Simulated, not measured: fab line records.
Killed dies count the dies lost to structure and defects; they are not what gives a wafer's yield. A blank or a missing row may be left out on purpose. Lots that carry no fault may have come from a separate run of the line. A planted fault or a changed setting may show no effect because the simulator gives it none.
fab line records / flow rit-cmos
record: lots: 14 wafers: 42 last-day: 7
route steps=202 shown ACTIVE@14
lots untouched by any fault: they come from a run of this same line in which no faults occurred
start-h: hours from the record's opening day to when the first of the lot's shown wafers began / wait-h: time in hours since the lot's previous step / " repeats the value in the row above / L1.1+2: a single row standing in for several wafers / - no value present, or no start provided / * or withheld: withheld / < > ~ a bound
route shown NAME@n: names a module that has steps shown in the file, with the first one's number in the route / usual: mean/standard deviation taken from wafers without a fault / same: alike in all rows / chamber/n: place in a boat / sites: each site's reading / _std_site: the values' standard deviation / _edge_site: the outer-site mean with the inner-site mean subtracted / radius-mm: how far each site lies from the wafer's centre / mask NAME#n: copy n / behind: the last tool/chamber to shape the wafer / hold: why the lot went on hold/how many hours it stayed there/how the hold came to an end / device: names the non-switching transistor (n, p or np) / end of line: the tests these same wafers got at the end of their route / for a step that has no rows: nothing shown but its recipe / killed: the dies lost at the first sort to structure and to defects; this is not the yield of the wafer / map: the dies of a wafer, with x for killed, . for not killed, _ for no die there
set.NAME: the run value of the setting; set.NAME@STEP: its run value at that earlier step / model.NAME: the simulator's own value behind a step, which no gauge read
route steps across a sampled set of lots; one table per step, one row per wafer
services: from which hour (start-h, from the record's first day; less than 0 if before it) a tool's chamber was out of use, for how many hours, and why
== steps ==
step: RIT_ACTIVE_ETCH_13
recipe: stop-on: SiO2 chemistry: SF6 target: Si3N4 time-s: 210 over-etch-frac: 0.4 SF6_flow_sccm: 200 pressure-mtorr: 260 rf-w: 125 target-depth-a: 2100
usual: SF6_flow_sccm: 199.9/0.62 drypump-motor-current-A: 5.6/0.35 oes-product-au: 0.823/0.011 run-length-s: 238.4/0.37 throttle-valve-pct: 7.52/0.12
same: over-etch-frac: 0.4
lot.wafer=L962.3 tool=rie-diel-01 chamber=1 start-h=19.71 wait-h=0.1 SF6_flow_sccm=200.2 drypump-motor-current-A=5.0 oes-product-au=0.804 rf-hours-counter-h=20 run-length-s=238.0 throttle-valve-pct=7.32
lot.wafer=L962.5 tool=rie-diel-01 chamber=3 start-h=19.71 wait-h=0.1 SF6_flow_sccm=201.0 drypump-motor-current-A=5.7 oes-product-au=0.833 rf-hours-counter-h=- run-length-s=238.1 throttle-valve-pct=7.68
lot.wafer=L962.6 tool=rie-diel-01 chamber=2 start-h=19.71 wait-h=0.1 SF6_flow_sccm=199.3 drypump-motor-current-A=5.0 oes-product-au=0.823 rf-hours-counter-h=- run-length-s=238.3 throttle-valve-pct=7.56
lot.wafer=L965.2 tool=rie-diel-01 chamber=2 start-h=34.83 wait-h=0.1 SF6_flow_sccm=201.1 drypump-motor-current-A=5.0 oes-product-au=0.818 rf-hours-counter-h=113 run-length-s=238.1 throttle-valve-pct=7.57
lot.wafer=L965.5 tool=rie-diel-01 chamber=3 start-h=34.83 wait-h=0.1 SF6_flow_sccm=199.4 drypump-motor-current-A=5.7 oes-product-au=0.828 rf-hours-counter-h=- run-length-s=238.5 throttle-valve-pct=7.67
lot.wafer=L965.6 tool=rie-diel-01 chamber=0 start-h=34.83 wait-h=0.1 SF6_flow_sccm=201.0 drypump-motor-current-A=5.6 oes-product-au=0.823 rf-hours-counter-h=- run-length-s=238.3 throttle-valve-pct=7.54
lot.wafer=L966.3 tool=rie-diel-02 chamber=3 start-h=39.71 wait-h=0.1 SF6_flow_sccm=199.6 drypump-motor-current-A=6.2 oes-product-au=0.824 rf-hours-counter-h=39 run-length-s=238.9 throttle-valve-pct=7.64
lot.wafer=L966.4 tool=rie-diel-02 chamber=1 start-h=39.71 wait-h=0.1 SF6_flow_sccm=199.3 drypump-motor-current-A=5.9 oes-product-au=0.811 rf-hours-counter-h=- run-length-s=238.7 throttle-valve-pct=7.54
lot.wafer=L966.6 tool=rie-diel-02 chamber=3 start-h=39.71 wait-h=0.1 SF6_flow_sccm=199.1 drypump-motor-current-A=6.2 oes-product-au=0.823 rf-hours-counter-h=- run-length-s=238.7 throttle-valve-pct=7.63
lot.wafer=L967.1 tool=rie-diel-04 chamber=1 start-h=44.71 wait-h=0.1 SF6_flow_sccm=201.1 drypump-motor-current-A=5.5 oes-product-au=0.819 rf-hours-counter-h=107 run-length-s=238.5 throttle-valve-pct=7.51
lot.wafer=L967.4 tool=rie-diel-04 chamber=1 start-h=44.71 wait-h=0.1 SF6_flow_sccm=200.9 drypump-motor-current-A=5.5 oes-product-au=0.821 rf-hours-counter-h=- run-length-s=238.1 throttle-valve-pct=7.49
lot.wafer=L967.6 tool=rie-diel-04 chamber=0 start-h=44.71 wait-h=0.1 SF6_flow_sccm=200.2 drypump-motor-current-A=5.9 oes-product-au=0.817 rf-hours-counter-h=- run-length-s=238.0 throttle-valve-pct=7.30
lot.wafer=L968.3 tool=rie-diel-04 chamber=1 start-h=49.89 wait-h=0.1 SF6_flow_sccm=200.3 drypump-motor-current-A=5.4 oes-product-au=0.834 rf-hours-counter-h=107 run-length-s=238.2 throttle-valve-pct=7.50
lot.wafer=L968.4 tool=rie-diel-04 chamber=3 start-h=49.89 wait-h=0.1 SF6_flow_sccm=199.2 drypump-motor-current-A=5.4 oes-product-au=0.842 rf-hours-counter-h=92 run-length-s=238.4 throttle-valve-pct=7.61
lot.wafer=L968.5 tool=rie-diel-04 chamber=2 start-h=49.89 wait-h=0.1 SF6_flow_sccm=198.9 drypump-motor-current-A=5.6 oes-product-au=0.838 rf-hours-counter-h=- run-length-s=238.2 throttle-valve-pct=7.49
lot.wafer=L969.2 tool=rie-diel-04 chamber=0 start-h=54.83 wait-h=0.1 SF6_flow_sccm=200.4 drypump-motor-current-A=5.9 oes-product-au=0.810 rf-hours-counter-h=71 run-length-s=238.3 throttle-valve-pct=7.30
lot.wafer=L969.3 tool=rie-diel-04 chamber=1 start-h=54.83 wait-h=0.1 SF6_flow_sccm=199.4 drypump-motor-current-A=5.5 oes-product-au=0.821 rf-hours-counter-h=107 run-length-s=238.5 throttle-valve-pct=7.50
lot.wafer=L969.4 tool=rie-diel-04 chamber=0 start-h=54.83 wait-h=0.1 SF6_flow_sccm=199.8 drypump-motor-current-A=5.9 oes-product-au=0.822 rf-hours-counter-h=- run-length-s=238.4 throttle-valve-pct=7.31
lot.wafer=L970.1 tool=rie-diel-01 chamber=2 start-h=59.93 wait-h=0.1 SF6_flow_sccm=199.8 drypump-motor-current-A=5.0 oes-product-au=0.820 rf-hours-counter-h=113 run-length-s=238.1 throttle-valve-pct=7.58
lot.wafer=L970.2 tool=rie-diel-01 chamber=0 start-h=59.93 wait-h=0.1 SF6_flow_sccm=200.0 drypump-motor-current-A=5.6 oes-product-au=0.820 rf-hours-counter-h=45 run-length-s=238.0 throttle-valve-pct=7.53
lot.wafer=L970.5 tool=rie-diel-01 chamber=1 start-h=59.93 wait-h=0.1 SF6_flow_sccm=200.3 drypump-motor-current-A=5.0 oes-product-au=0.815 rf-hours-counter-h=- run-length-s=238.0 throttle-valve-pct=7.33
lot.wafer=L971.3 tool=rie-diel-02 chamber=0 start-h=65.52 wait-h=0.1 SF6_flow_sccm=200.7 drypump-motor-current-A=5.6 oes-product-au=0.802 rf-hours-counter-h=46 run-length-s=239.0 throttle-valve-pct=7.66
lot.wafer=L971.4 tool=rie-diel-02 chamber=2 start-h=65.52 wait-h=0.1 SF6_flow_sccm=199.7 drypump-motor-current-A=5.9 oes-product-au=0.837 rf-hours-counter-h=137 run-length-s=238.3 throttle-valve-pct=7.38
lot.wafer=L971.6 tool=rie-diel-02 chamber=1 start-h=65.52 wait-h=0.1 SF6_flow_sccm=200.6 drypump-motor-current-A=5.9 oes-product-au=0.809 rf-hours-counter-h=- run-length-s=239.0 throttle-valve-pct=7.54
lot.wafer=L972.1 tool=rie-diel-02 chamber=3 start-h=69.71 wait-h=0.1 SF6_flow_sccm=200.1 drypump-motor-current-A=6.2 oes-product-au=0.817 rf-hours-counter-h=39 run-length-s=238.7 throttle-valve-pct=7.64
lot.wafer=L972.2 tool=rie-diel-02 chamber=2 start-h=69.71 wait-h=0.1 SF6_flow_sccm=199.7 drypump-motor-current-A=5.9 oes-product-au=0.836 rf-hours-counter-h=137 run-length-s=238.0 throttle-valve-pct=7.39
lot.wafer=L972.5 tool=rie-diel-02 chamber=3 start-h=69.71 wait-h=0.1 SF6_flow_sccm=199.9 drypump-motor-current-A=6.2 oes-product-au=0.822 rf-hours-counter-h=- run-length-s=239.1 throttle-valve-pct=7.63
lot.wafer=L975.1 tool=rie-diel-01 chamber=0 start-h=84.83 wait-h=0.1 SF6_flow_sccm=199.5 drypump-motor-current-A=5.5 oes-product-au=0.836 rf-hours-counter-h=45 run-length-s=238.3 throttle-valve-pct=7.53
lot.wafer=L975.2 tool=rie-diel-01 chamber=1 start-h=84.83 wait-h=0.1 SF6_flow_sccm=199.5 drypump-motor-current-A=5.0 oes-product-au=0.825 rf-hours-counter-h=21 run-length-s=238.1 throttle-valve-pct=7.32
lot.wafer=L975.5 tool=rie-diel-01 chamber=0 start-h=84.83 wait-h=0.1 SF6_flow_sccm=200.1 drypump-motor-current-A=5.5 oes-product-au=0.824 rf-hours-counter-h=- run-length-s=238.1 throttle-valve-pct=7.54
lot.wafer=L977.2 tool=rie-diel-02 chamber=3 start-h=94.83 wait-h=0.1 SF6_flow_sccm=199.9 drypump-motor-current-A=6.2 oes-product-au=0.791 rf-hours-counter-h=40 run-length-s=258.1 throttle-valve-pct=7.63
lot.wafer=L977.4 tool=rie-diel-02 chamber=0 start-h=94.83 wait-h=0.1 SF6_flow_sccm=199.9 drypump-motor-current-A=5.6 oes-product-au=0.780 rf-hours-counter-h=47 run-length-s=257.5 throttle-valve-pct=7.69
lot.wafer=L977.6 tool=rie-diel-02 chamber=3 start-h=94.83 wait-h=0.1 SF6_flow_sccm=200.7 drypump-motor-current-A=6.2 oes-product-au=0.793 rf-hours-counter-h=- run-length-s=258.0 throttle-valve-pct=7.64
lot.wafer=L982.2 tool=rie-diel-02 chamber=0 start-h=119.86 wait-h=0.1 SF6_flow_sccm=199.9 drypump-motor-current-A=5.6 oes-product-au=0.776 rf-hours-counter-h=47 run-length-s=257.8 throttle-valve-pct=7.65
lot.wafer=L982.5 tool=rie-diel-02 chamber=0 start-h=119.86 wait-h=0.1 SF6_flow_sccm=199.7 drypump-motor-current-A=5.6 oes-product-au=0.772 rf-hours-counter-h=- run-length-s=257.6 throttle-valve-pct=7.68
lot.wafer=L982.6 tool=rie-diel-02 chamber=1 start-h=119.86 wait-h=0.1 SF6_flow_sccm=200.0 drypump-motor-current-A=5.9 oes-product-au=0.770 rf-hours-counter-h=- run-length-s=257.6 throttle-valve-pct=7.56
lot.wafer=L983.1 tool=rie-diel-01 chamber=0 start-h=124.83 wait-h=0.1 SF6_flow_sccm=201.2 drypump-motor-current-A=5.6 oes-product-au=0.812 rf-hours-counter-h=46 run-length-s=237.9 throttle-valve-pct=7.54
lot.wafer=L983.2 tool=rie-diel-01 chamber=1 start-h=124.83 wait-h=0.1 SF6_flow_sccm=200.8 drypump-motor-current-A=4.9 oes-product-au=0.812 rf-hours-counter-h=22 run-length-s=238.0 throttle-valve-pct=7.33
lot.wafer=L983.6 tool=rie-diel-01 chamber=0 start-h=124.83 wait-h=0.1 SF6_flow_sccm=200.4 drypump-motor-current-A=5.6 oes-product-au=0.827 rf-hours-counter-h=- run-length-s=238.6 throttle-valve-pct=7.55
lot.wafer=L984.2 tool=rie-diel-04 chamber=0 start-h=130.28 wait-h=0.1 SF6_flow_sccm=200.2 drypump-motor-current-A=5.9 oes-product-au=0.824 rf-hours-counter-h=72 run-length-s=238.0 throttle-valve-pct=7.30
lot.wafer=L984.3 tool=rie-diel-04 chamber=2 start-h=130.28 wait-h=0.1 SF6_flow_sccm=200.3 drypump-motor-current-A=5.7 oes-product-au=0.827 rf-hours-counter-h=5 run-length-s=238.3 throttle-valve-pct=7.50
lot.wafer=L984.4 tool=rie-diel-04 chamber=1 start-h=130.28 wait-h=0.1 SF6_flow_sccm=199.3 drypump-motor-current-A=5.4 oes-product-au=0.831 rf-hours-counter-h=109 run-length-s=238.3 throttle-valve-pct=7.48
== services ==
tool=rie-diel-02 chamber=2 start-h=-1.74 hours=6.7 kind=repair
tool=rie-diel-02 chamber=- start-h=16.57 hours=0.2 kind=repair
tool=rie-diel-02 chamber=0 start-h=29.21 hours=22.4 kind=repair
tool=rie-diel-04 chamber=2 start-h=39.99 hours=5.4 kind=repair
tool=rie-diel-04 chamber=2 start-h=52.61 hours=22.1 kind=repair
tool=rie-diel-02 chamber=3 start-h=54.94 hours=3.4 kind=repair
tool=rie-diel-04 chamber=0 start-h=58.21 hours=4.0 kind=repair
tool=rie-diel-01 chamber=1 start-h=74.32 hours=3.9 kind=repair
tool=rie-diel-02 chamber=- start-h=74.91 hours=2.8 kind=pm
tool=rie-diel-04 chamber=0 start-h=110.72 hours=3.3 kind=repair
tool=rie-diel-01 chamber=- start-h=115.18 hours=2.8 kind=pm
tool=rie-diel-02 chamber=0 start-h=121.05 hours=3.6 kind=repair
== key ==
first-sign: step: RIT_ACTIVE_ETCH_13 reading: run-length-s direction: up sigmas: 53 usual: * struck: *
effect: step: RIT_ACTIVE_ETCH_13 reading: oes-product-au direction: down sigmas: 3.9 usual: 0.823 struck: 0.780
met-at RIT_ACTIVE_ETCH_13
struck-lots L977,L982
tester-left-out L977,L982
onset-between 69.71 94.83
fault: kind: process-parameter-drift tool: rie-diel-02 chamber: - onset-h: 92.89 steps: RIT_ACTIVE_ETCH_13 channel: time-s offset: * shape: step end-h: 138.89 acts-in: * stated: *
tester-left-out: of these lots the tester's yield and bins aren't shown, on N5 and GAA mostly nor the transistor test; their killed dies are dies lost to structure and defects alone, not to doping, threshold or leakage, so they don't give the yield
